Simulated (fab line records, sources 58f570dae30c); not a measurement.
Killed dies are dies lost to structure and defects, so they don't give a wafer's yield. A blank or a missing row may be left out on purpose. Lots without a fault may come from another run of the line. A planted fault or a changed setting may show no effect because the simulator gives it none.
Which tool did it? | flow berkeley_cmos170 | 13 lots, 39 wafers sampled, at 3 steps of a route of 331

WHAT THE GAUGES READ, wafer by wafer
UCB170_NSD_TW_MEAS_10.
lot  | measured     | on            | NSD_TW
L274 | day 7 00:07  | film_metro-04 | 4216 4213 4223
L278 | day 7 16:39  | film_metro-03 | 4173 4173 4174
L277 | day 7 18:39  | film_metro-01 | 4171 4172 4200
L281 | day 7 22:14  | film_metro-03 | 4155 4154 4175
L280 | day 7 22:47  | film_metro-04 | 4223 4221 4215
L282 | day 8 20:22  | film_metro-01 | 4161 4143 4137
L285 | day 9 02:44  | film_metro-03 | 4194 4191 4205
L286 | day 9 03:17  | film_metro-01 | 30 30 30
L290 | day 9 22:02  | film_metro-03 | 4192 4189 4182
L292 | day 10 09:38 | film_metro-04 | 4177 4138 4158
L294 | day 10 13:31 | film_metro-04 | 4188 4184 4186
L293 | day 10 13:47 | film_metro-03 | 4222 4223 4194
L297 | day 11 02:28 | film_metro-01 | 4168 4160 4140

WHICH TOOL RAN EACH LOT (tool, then ch and the chambers of the sampled wafers, then the start)
lot  | UCB170_PSD_STRIP_09                  | UCB170_NSD_STRIP_09
L274 | plasma_asher-04 ch 0,1, day 6 21:08  | plasma_asher-02 ch 0,1, day 7 00:01
L278 | plasma_asher-02 ch 0, day 7 14:23    | plasma_asher-03 ch 1, day 7 16:32
L277 | plasma_asher-02 ch 0,1, day 7 15:17  | plasma_asher-01 ch 0,1, day 7 18:32
L281 | plasma_asher-01 ch 0,1, day 7 20:22  | plasma_asher-03 ch 0,1, day 7 22:09
L280 | plasma_asher-04 ch 0,1, day 7 20:49  | plasma_asher-03 ch 0,1, day 7 22:40
L282 | plasma_asher-02 ch 0,1, day 8 18:22  | plasma_asher-03 ch 0,1, day 8 20:16
L285 | plasma_asher-01 ch 0,1, day 9 00:49  | plasma_asher-03 ch 0,1, day 9 02:38
L286 | plasma_asher-02 ch 0,1, day 9 01:16  | plasma_asher-02 ch 0,1, day 9 03:11
L290 | plasma_asher-01 ch 0,1, day 9 19:12  | plasma_asher-03 ch 0,1, day 9 21:57
L292 | plasma_asher-04 ch 0,1, day 10 07:38 | plasma_asher-02 ch 0,1, day 10 09:33
L294 | plasma_asher-01 ch 0,1, day 10 11:33 | plasma_asher-01 ch 0,1, day 10 13:26
L293 | plasma_asher-04 ch 0,1, day 10 11:47 | plasma_asher-02 ch 0,1, day 10 13:40
L297 | plasma_asher-01 ch 0,1, day 10 22:59 | plasma_asher-01 ch 0,1, day 11 02:22
- UCB170_PSD_STRIP_09: strips in O2.
- UCB170_NSD_STRIP_09: strips in O2.

WHAT THE TOOLS THEMSELVES READ (means of the sampled wafers that have a number; where no wafer has one, the mark that the record gives instead)
UCB170_PSD_STRIP_09.
lot  | tool            | drypump_motor_current_A (A) | oes_product_au (a.u.) | strip_time_to_endpoint_s (s)
L274 | plasma_asher-04 | 5.7                         | 0.597                 | 29.34
L278 | plasma_asher-02 | 5.7                         | 0.601                 | 29.34
L277 | plasma_asher-02 | 5.4                         | 0.600                 | 29.45
L281 | plasma_asher-01 | 5.9                         | 0.603                 | 29.34
L280 | plasma_asher-04 | 5.7                         | 0.607                 | 29.35
L282 | plasma_asher-02 | 5.5                         | 0.602                 | 29.47
L285 | plasma_asher-01 | 6.2                         | 0.600                 | 29.33
L286 | plasma_asher-02 | 5.5                         | 0.436                 | -
L290 | plasma_asher-01 | 6.2                         | 0.594                 | 29.42
L292 | plasma_asher-04 | 5.8                         | 0.598                 | 29.30
L294 | plasma_asher-01 | 6.2                         | 0.596                 | 29.27
L293 | plasma_asher-04 | 5.8                         | 0.602                 | 29.56
L297 | plasma_asher-01 | 6.0                         | 0.602                 | 29.43

UCB170_NSD_STRIP_09.
lot  | tool            | drypump_motor_current_A (A) | oes_product_au (a.u.) | strip_time_to_endpoint_s (s)
L274 | plasma_asher-02 | 5.4                         | 0.528                 | 35.63
L278 | plasma_asher-03 | 5.3                         | 0.533                 | 35.53
L277 | plasma_asher-01 | 6.2                         | 0.535                 | 35.49
L281 | plasma_asher-03 | 5.6                         | 0.536                 | 35.35
L280 | plasma_asher-03 | 5.7                         | 0.531                 | 35.48
L282 | plasma_asher-03 | 6.0                         | 0.530                 | 35.40
L285 | plasma_asher-03 | 6.0                         | 0.535                 | 35.44
L286 | plasma_asher-02 | 5.4                         | 0.608                 | 55.79
L290 | plasma_asher-03 | 6.1                         | 0.532                 | 35.44
L292 | plasma_asher-02 | 5.4                         | 0.528                 | 35.39
L294 | plasma_asher-01 | 6.2                         | 0.534                 | 35.47
L293 | plasma_asher-02 | 5.4                         | 0.529                 | 35.40
L297 | plasma_asher-01 | 6.0                         | 0.536                 | 35.46

THE ANSWER, worked out from the rows above alone
Rule: what is usual is taken from the lots themselves. Put in order of their means at a reading, lots are off if they are a third of the lots or fewer, leave a main group of 4 or more, and stand apart from it by a gap of 3 or more times the standard deviation of the main group's means; of several such gaps the widest counts. A main group whose means are all the same, to the digits that the tables above print for the reading, isn't used. A lot without any number at a reading at which 4 lots or more have one is off too. The other lots that the step has rows for count as sound. The gauges are gone through in route order, then the tools' own readings, and for those a lot's mean is taken as printed above. The first step at which some lot is off is used, and at that step the reading that is off furthest; a lot without a number counts as furthest.
Off: L286, at UCB170_NSD_TW_MEAS_10 (NSD_TW). The main group: mean 4183, standard deviation 24.
A tool fits if, at a process step before that reading, it ran every lot that is off, and no sound lot after the first of them. The gauges at UCB170_NSD_TW_MEAS_10 aren't tried: what is off there is off at UCB170_PSD_STRIP_09 too, on other tools, and a gauge's error can't cause that. One fits: plasma_asher-02 at UCB170_PSD_STRIP_09. Its last sound lot is L282 (day 8 18:22), its first lot that is off L286 (day 9 01:16): a fault that began between those two fits.
The tool's own readings at UCB170_PSD_STRIP_09 bear it out: on the lots that are off they differ by more than 5 times the standard deviation of the sound lots' means. oes_product_au reads 0.436 a.u. there against 0.600 a.u. on the sound lots.
Blank at UCB170_PSD_STRIP_09 on the lots that are off, where sound lots have numbers: strip_time_to_endpoint_s.

WHAT THE SIMULATOR HAD PUT IN
Strip aborted: plasma_asher-02, from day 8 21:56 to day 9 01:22, at UCB170_PSD_STRIP_09. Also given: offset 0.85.
Lots struck among those shown: L286. The rule above found the same.
